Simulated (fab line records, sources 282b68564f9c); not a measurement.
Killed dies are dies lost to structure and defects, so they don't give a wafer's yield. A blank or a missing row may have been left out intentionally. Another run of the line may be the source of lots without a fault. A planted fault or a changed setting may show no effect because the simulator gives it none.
The same fault as seen by 2 desks + flow rit cmos + only its own numbers are on each desk; what lay behind them is given at the end

DESK OF THE TOOL OWNER: implanter-02
The tool's own readings at RIT_NWELL_IMPLANT_08: means of the sampled wafers that have a number, for each lot that ran on this tool. If a lot's mean is further than 4 standard deviations from the usual mean, the lot is out of limits and carries the mark OUT (the distance appears in the brackets).
Columns: A = beam energy keV at RIT_NWELL_IMPLANT_08, usual 170.00; B = beam on s at RIT_NWELL_IMPLANT_08, usual 10.01 s; C = faraday current uA at RIT_NWELL_IMPLANT_08, usual 158; D = tilt deg at RIT_NWELL_IMPLANT_08, usual 6.998 degrees
| lot  | first seen here | A      | B              | C             | D     |
|------|-----------------|--------|----------------|---------------|-------|
| L723 | day 3 01:19     | 170.02 | 9.84           | 161           | 7.001 |
| L728 | day 3 21:04     | 170.04 | 9.90           | 160           | 7.005 |
| L730 | day 4 17:25     | 169.98 | 9.93           | 159           | 6.998 |
| L732 | day 5 00:51     | 169.84 | 10.01          | 158           | 7.011 |
| L734 | day 5 01:26     | 170.07 | 7.92 (-11) OUT | 200 (+14) OUT | 7.003 |
| L737 | day 5 16:35     | 170.01 | 7.90 (-11) OUT | 200 (+14) OUT | 6.988 |
| L740 | day 6 06:29     | 170.01 | 7.89 (-11) OUT | 201 (+14) OUT | 6.995 |
This desk finds L734, L737, L740 out of limits, L734 being first, at day 5 01:26 (beam on s at RIT_NWELL_IMPLANT_08). Within limits: L723, L728, L730, L732.

METROLOGY DESK
Lot by lot, what the gauges showed, no matter which tool ran the lot: averages of those sampled wafers that carry a number. If a lot's mean is further than 4 standard deviations from the usual mean, the lot is out of limits and carries the mark OUT (the distance appears in the brackets).
Columns: A = FOX1_OXIDE_THK at RIT_FOX1_THK_MEAS_01, usual 350 nm; B = NWELL_TW at RIT_NWELL_TW_MEAS_10, usual 2146; C = NWELL_RS at RIT_WELLDRIVE_RS_MEAS_01, usual 275.5 ohm/sq; D = M1_OVL at RIT_M1_OVL_MEAS_10, usual -1.6 nm
| lot  | first seen here | A   | B               | C               | D    |
|------|-----------------|-----|-----------------|-----------------|------|
| L721 | day 2 01:25     | 353 | 2166            | 275.7           | -2.5 |
| L723 | day 2 12:20     | 349 | 2172            | 275.4           | -1.4 |
| L726 | day 3 02:55     | 353 | 2120            | 275.7           | -1.8 |
| L725 | day 3 02:56     | 336 | 2171            | 275.7           | -2.7 |
| L728 | day 3 13:51     | 350 | 2182            | 275.5           | -1.1 |
| L727 | day 3 13:52     | 333 | 2184            | 274.3           | -2.5 |
| L729 | day 3 20:58     | 346 | 2129            | 275.7           | -1.6 |
| L730 | day 4 03:56     | 350 | 2166            | 275.6           | -2.0 |
| L732 | day 4 20:13     | 351 | 2127            | 276.6           | -3.4 |
| L733 | day 4 20:13     | 353 | 2133            | 275.6           | -0.2 |
| L734 | day 4 20:14     | 355 | 2029 (-5.1) OUT | 316.1 (+55) OUT | 1.0  |
| L737 | day 5 12:27     | 343 | 1995 (-6.6) OUT | 316.3 (+55) OUT | 0.3  |
| L740 | day 6 02:39     | 357 | 1968 (-7.7) OUT | 315.3 (+54) OUT | -1.3 |
| L742 | day 6 11:06     | 349 | 2115            | 276.2           | 0.0  |
| L743 | day 6 14:56     | 350 | 2169            | 274.4           | -1.2 |
This desk reports L734, L737, L740 out of limits; the earliest was L734 at day 5 01:43 (NWELL_TW at RIT_NWELL_TW_MEAS_10). Within limits: L721, L723, L726, L725, L728, L727, L729, L730, L732, L733, L742, L743.

TAKEN TOGETHER
At day 5 01:26, on L734, L737, L740, the tool owner's desk was in a position to raise an alarm.
An alarm was possible from the metrology desk at day 5 01:43, on L734, L737, L740.
All the named lots went through RIT_NWELL_IMPLANT_08 on implanter-02.

WHAT WAS PUT IN BY THE SIMULATOR
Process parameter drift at RIT_NWELL_IMPLANT_08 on implanter-02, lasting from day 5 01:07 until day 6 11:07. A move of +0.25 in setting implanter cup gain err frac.
Struck lots among those shown: L734, L737, L740.
Delay (hours) between the fault's onset and each desk's first out-of-limits reading: 0 at the tool owner's desk, 1 at the metrology desk.
